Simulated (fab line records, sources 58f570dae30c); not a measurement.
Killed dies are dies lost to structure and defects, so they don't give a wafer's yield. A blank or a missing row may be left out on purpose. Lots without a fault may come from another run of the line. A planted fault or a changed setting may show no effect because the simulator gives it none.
Problem report in the 8D (eight disciplines) form, filled by code | flow berkeley_cmos170 | the parts of the form that need people (team, actions taken, sign-off) are left out

1. THE PROBLEM
V1_TEOS_THK at UCB170_V1_THK_MEAS_01 reads a mean of 1605 nm on 1 wafer of 1 lot; wafers without a fault read 2001 nm with a standard deviation of 23. That is -17 standard deviations from the usual mean.
First seen on wafer L691.2, day 9 16:55, on film_metro-04. The record holds 39 wafers of 13 lots with a number at this step. Rule for "out", or "out of limits": more than 4 standard deviations from the usual mean. The other wafers with a number count as sound.

2. WHAT IT IS AND WHAT IT IS NOT
question                    | is               | is not
which readings at this step | V1_TEOS_THK      | -
which lots                  | L691             | L678, L679, L681, L682, L686, L687, L693, L694, L697, L698, L700, L701
which wafers of those lots  | L691.2           | L691.4, L691.5
read on which gauges        | film_metro-04    | film_metro-01, film_metro-02
when                        | from day 9 16:55 | up to then (20 sound wafers); but 18 sound wafers of L693, L694, L697, L698, L700, L701 came after

3. SUSPECTS, AND WHAT RULES EACH OUT
Counting: a tool at a process step up to the reading stays a suspect if it ran every lot that is out. Sound lots after the first of them don't rule it out here, since some wafers of a struck lot are sound.
- the gauge at UCB170_V1_THK_MEAS_01: kept. All the wafers that are out were read on film_metro-04, and no step on other tools shows them out.
- rie_diel-03 at UCB170_SPACER_ETCHBACK_03 (etches SiO2 in CHF3/CF4/Ar, stops on Si, target depth 376 nm, time 100 s): kept. It ran the lot that is out, L691 (day 8 21:35); its last sound lot up to then is L682 (day 7 04:41).
- pecvd-03 at UCB170_V1_CVD_00 (deposits SiO2 from TEOS/O2, target thk 2000 nm, time 250 s): kept. It ran the lot that is out, L691 (day 9 16:45); its last sound lot up to then is L682 (day 8 01:14).
- Within pecvd-03 at UCB170_V1_CVD_00: the wafers that are out ran in chamber 2; their sound lot-mates ran in chambers 0, 1.
Left after counting: rie_diel-03 at UCB170_SPACER_ETCHBACK_03, pecvd-03 at UCB170_V1_CVD_00, film_metro-04 at UCB170_V1_THK_MEAS_01.

4. THE CAUSE (what the simulator had put in)
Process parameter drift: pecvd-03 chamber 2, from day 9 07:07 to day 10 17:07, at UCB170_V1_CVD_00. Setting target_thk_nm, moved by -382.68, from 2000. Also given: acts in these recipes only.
Counting left 3 suspects, and this tool is among them.

5. THE CHAIN OF EFFECTS, in route order
Each row: a reading whose mean over the struck wafers that have a number lies more than 3 standard deviations from the usual. Only readings for which the record gives a usual standard deviation are gone through. hours: the time from each lot's start at the first step in this table that gives one to its start at this step, as a median over the lots. sigmas: the change in usual standard deviations.
hours | step                  | reading     | usual   | on struck wafers | change | sigmas
0     | UCB170_V1_THK_MEAS_01 | V1_TEOS_THK | 2001 nm | 1605             | -396   | -17
Later measuring or inspecting steps at which every struck wafer that the step has a row for has a number for every such reading, and none has moved that far: UCB170_M2_THK_MEAS_03.

6. WHAT WOULD HAVE CAUGHT IT SOONER
In this record the first reading out of limits at a measuring or inspecting step was taken at day 9 16:55, 10 hours after the fault began at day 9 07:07.
Of the tool readings at UCB170_V1_CVD_00 for which the record gives a usual standard deviation, none was out on any struck wafer, so an alarm limit of 4 standard deviations on them would not have fired.
All the lots that are out (1) had begun UCB170_V1_CVD_00 on pecvd-03 by day 9 16:55. A hold on the tool at that time would have spared none of them.
